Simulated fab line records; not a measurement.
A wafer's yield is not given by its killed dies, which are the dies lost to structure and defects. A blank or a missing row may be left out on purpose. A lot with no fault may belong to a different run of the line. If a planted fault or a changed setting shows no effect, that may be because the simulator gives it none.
What tool caused it? :: flow berkeleyCmos170 :: 14 lots with 42 wafers sampled at 2 steps, on a route of 331 steps

== WHAT EACH GAUGE READ, for each wafer ==
UCB170_PFIELD_OVL_MEAS_06.
lot: L898
measured: day 4 21:33
on: overlay-02
PFIELD_OVL (nm): 8 2 5

lot: L899
measured: day 5 14:40
on: overlay-02
PFIELD_OVL (nm): -9 -6 -2

lot: L901
measured: day 5 14:59
on: overlay-01
PFIELD_OVL (nm): 2 -2 1

lot: L900
measured: day 5 15:39
on: overlay-02
PFIELD_OVL (nm): 0 -1 -1

lot: L904
measured: day 6 04:19
on: overlay-01
PFIELD_OVL (nm): -9 1 -5

lot: L902
measured: day 6 04:31
on: overlay-01
PFIELD_OVL (nm): 0 -4 -7

lot: L906
measured: day 6 22:01
on: overlay-01
PFIELD_OVL (nm): 1 5 1

lot: L905
measured: day 6 22:16
on: overlay-02
PFIELD_OVL (nm): -1 0 -3

lot: L909
measured: day 7 17:11
on: overlay-01
PFIELD_OVL (nm): -4 3 2

lot: L910
measured: day 7 17:33
on: overlay-02
PFIELD_OVL (nm): -7 -8 3

lot: L912
measured: day 8 13:30
on: overlay-01
PFIELD_OVL (nm): 6 6 10

lot: L916
measured: day 9 03:48
on: overlay-02
PFIELD_OVL (nm): 6 3 -1

lot: L917
measured: day 9 04:05
on: overlay-01
PFIELD_OVL (nm): 5 -4 3

lot: L918
measured: day 9 15:19
on: overlay-02
PFIELD_OVL (nm): 0 -3 -1

UCB170_PSD_CD_MEAS_06 targets a cd of 1200 nm.
lot: L898
measured: day 7 19:38
on: cdSem-01
cdNm (nm): 1200.2 1199.4 1198.3

lot: L899
measured: day 8 20:50
on: cdSem-01
cdNm (nm): 1200.4 1202.3 1200.4

lot: L901
measured: day 8 20:28
on: cdSem-01
cdNm (nm): 1202.3 1202.2 1201.5

lot: L900
measured: day 8 20:43
on: cdSem-01
cdNm (nm): 1200.7 1199.5 1200.0

lot: L904
measured: day 9 06:54
on: cdSem-01
cdNm (nm): 1199.9 1197.6 1197.1

lot: L902
measured: day 9 07:08
on: cdSem-01
cdNm (nm): 1200.7 1199.6 1200.3

lot: L906
measured: day 9 21:17
on: cdSem-01
cdNm (nm): 1199.6 1201.3 1200.0

lot: L905
measured: day 9 21:36
on: cdSem-01
cdNm (nm): 1200.2 1198.9 1199.2

lot: L909
measured: day 10 08:53
on: cdSem-02
cdNm (nm): 1200.4 1200.7 1200.6

lot: L910
measured: day 10 08:27
on: cdSem-01
cdNm (nm): 1203.7 1201.9 1203.4

lot: L912
measured: day 11 09:55
on: cdSem-01
cdNm (nm): 1199.3 1199.6 1198.7

lot: L916
measured: day 11 23:58
on: cdSem-01
cdNm (nm): 1196.4 1198.4 1199.4

lot: L917
measured: day 11 23:42
on: cdSem-02
cdNm (nm): 1196.6 1196.9 1195.8

lot: L918
measured: day 12 14:57
on: cdSem-02
cdNm (nm): 1198.7 1198.4 1199.1

== WHICH TOOL RAN EACH LOT (tool, then ch and the chambers of the sampled wafers, then the start) ==
The record shows no process step preceding these readings.

== AS READ BY THE TOOLS THEMSELVES (means over the sampled wafers that have a number; for cases with no such wafer, the mark the record gives instead) ==
The record holds no such reading with a usual standard deviation.

== THE ANSWER, worked out from the rows above alone ==
Rule: what is usual is taken from the lots themselves. The widest of any qualifying gaps counts: lots, ordered by their means at a reading, are off when they make up no more than a third of the lots, leave a main group of 4 or more, and stand apart from it by 3 or more times the standard deviation of that group's means. A main group is skipped when, at the precision printed for the reading in the tables above, its means are all equal. A lot without any number at a reading at which 4 lots or more have one is off too. All remaining lots with rows at the step are treated as sound. Order of review: gauges by route order, followed by the tools' own readings, for which a lot's mean as printed above is used. The first step at which some lot is off is used, and at that step the reading that is off furthest; a lot without a number counts as furthest.
Nothing can be told from this: no lot is off at any reading shown.

== WHAT WAS PUT IN BY THE SIMULATOR ==
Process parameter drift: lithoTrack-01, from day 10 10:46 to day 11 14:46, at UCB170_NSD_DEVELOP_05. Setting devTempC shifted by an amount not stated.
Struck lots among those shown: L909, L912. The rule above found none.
